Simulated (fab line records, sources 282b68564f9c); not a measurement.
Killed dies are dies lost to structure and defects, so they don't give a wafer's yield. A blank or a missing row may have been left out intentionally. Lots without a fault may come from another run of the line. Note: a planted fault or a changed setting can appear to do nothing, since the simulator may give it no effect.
A lot that was struck, set against a sound lot :: flow rit cmos :: 18 out of 202 route steps
Sound: wafers L398.4, L398.5, L398.6. Wafers struck: L404.3, L404.5, L404.6. At the end, the cause is stated.
Each step with rows lists, per side, the tool, then ch with its chambers, then its first start. Under that, the readings that differ: sound wafers :: struck wafers :: difference of the means :: sigmas: that difference in standard deviations of wafers without a fault.
alike: a reading whose means differ by less than 2 such deviations, as well as words and numbers matching on both sides. not compared: withheld readings; readings where some wafer has no value; bounds like >300 that might hide an equal value; numbers whose values overlap and for which the record gives no deviation.
The two part at a step that has a row with sigmas, a row that says differs or no value, or rows on one side only. Non-overlapping numbers with no deviation appear without sigmas and do not part them. Lack of a reading on every wafer of one side parts them only where that side has two or more wafers.

first, 4 steps without rows for these wafers: RIT_PSD_SOFTBAKE_02 (time 60 s); RIT_PSD_EXPOSE_03 (exposes mask M10, target cd 40900 nm); RIT_PSD_PEB_04; RIT_PSD_DEVELOP_05 (develop time 50 s).
RIT_PSD_OVL_MEAS_06:
  sound on overlay-01 at day 4 00:07; struck on overlay-01 at day 5 04:46
  alike: PSD_OVL
then, 2 steps without rows for these wafers: RIT_PSD_HARDBAKE_07 (time 60 s); RIT_PSD_IMPLANT_08.
RIT_PSD_STRIP_09: strips in O2, time 180 s.
  sound on plasma asher-01 ch 0,1, day 4 00:29; struck on plasma asher-04 ch 0,1, day 5 05:09
  alike: drypump motor current A
  not compared: rf hours counter h
RIT_PSD_TW_MEAS_10:
  sound on film metro-04 at day 4 00:38; struck on film metro-03 at day 5 05:17
  alike: PSD_TW
then, 3 steps without rows for these wafers: RIT_SDANNEAL_CLEAN_00 (cleans in SC1, time 600 s); RIT_SDANNEAL_CLEAN_01 (cleans in dHF, time 30 s); RIT_SDANNEAL_CLEAN_02 (cleans in SC2, time 600 s).
RIT_SDANNEAL_RTA_03: time 5 s.
  sound on rtp anneal-01 ch 0, day 4 01:05; struck on rtp anneal-01 ch 0, day 5 05:44
reading: wafer_temp_C_max
sound: 1055.6 1054.4 1053.2
struck: 1045.4 1047.3 1045.4
difference: -8.4
sigmas: -7
RIT_SDANNEAL_RS_MEAS_04: measures by four-point-probe.
  sound on film metro-01 at day 4 01:10; struck on film metro-04 at day 5 05:49
reading: PSD_RS (ohm/sq)
sound: 116.1 116.3 116.1
struck: 121.5 121.8 121.3
difference: +5.4
sigmas: +17
RIT_SDANNEAL_RS_MEAS_05: measures by four-point-probe.
  sound on film metro-01 at day 4 01:17; struck on film metro-04 at day 5 05:56
  alike: NSD_RS
RIT_SDANNEAL_RS_MEAS_06: measures by four-point-probe.
  sound on film metro-01 at day 4 01:24; struck on film metro-04 at day 5 06:03
reading: PLDD_RS (ohm/sq)
sound: 177.5 178.1 177.5
struck: 183.4 183.6 183.1
difference: +5.7
sigmas: +13
RIT_SDANNEAL_RS_MEAS_07: measures by four-point-probe.
  sound on film metro-01 at day 4 01:31; struck on film metro-04 at day 5 06:10
  alike: NLDD_RS
then, 1 step without rows for these wafers: RIT_M1_PROBE_99.

## WHERE THEY PART
First at RIT_SDANNEAL_RTA_03; last, within this record, at RIT_SDANNEAL_RS_MEAS_06. Later steps at which nothing parts them and some readings are alike: RIT_SDANNEAL_RS_MEAS_07.

WHY: whatever the simulator had introduced
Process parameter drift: rtp anneal-01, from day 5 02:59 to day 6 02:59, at RIT_SDANNEAL_RTA_03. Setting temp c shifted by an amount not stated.
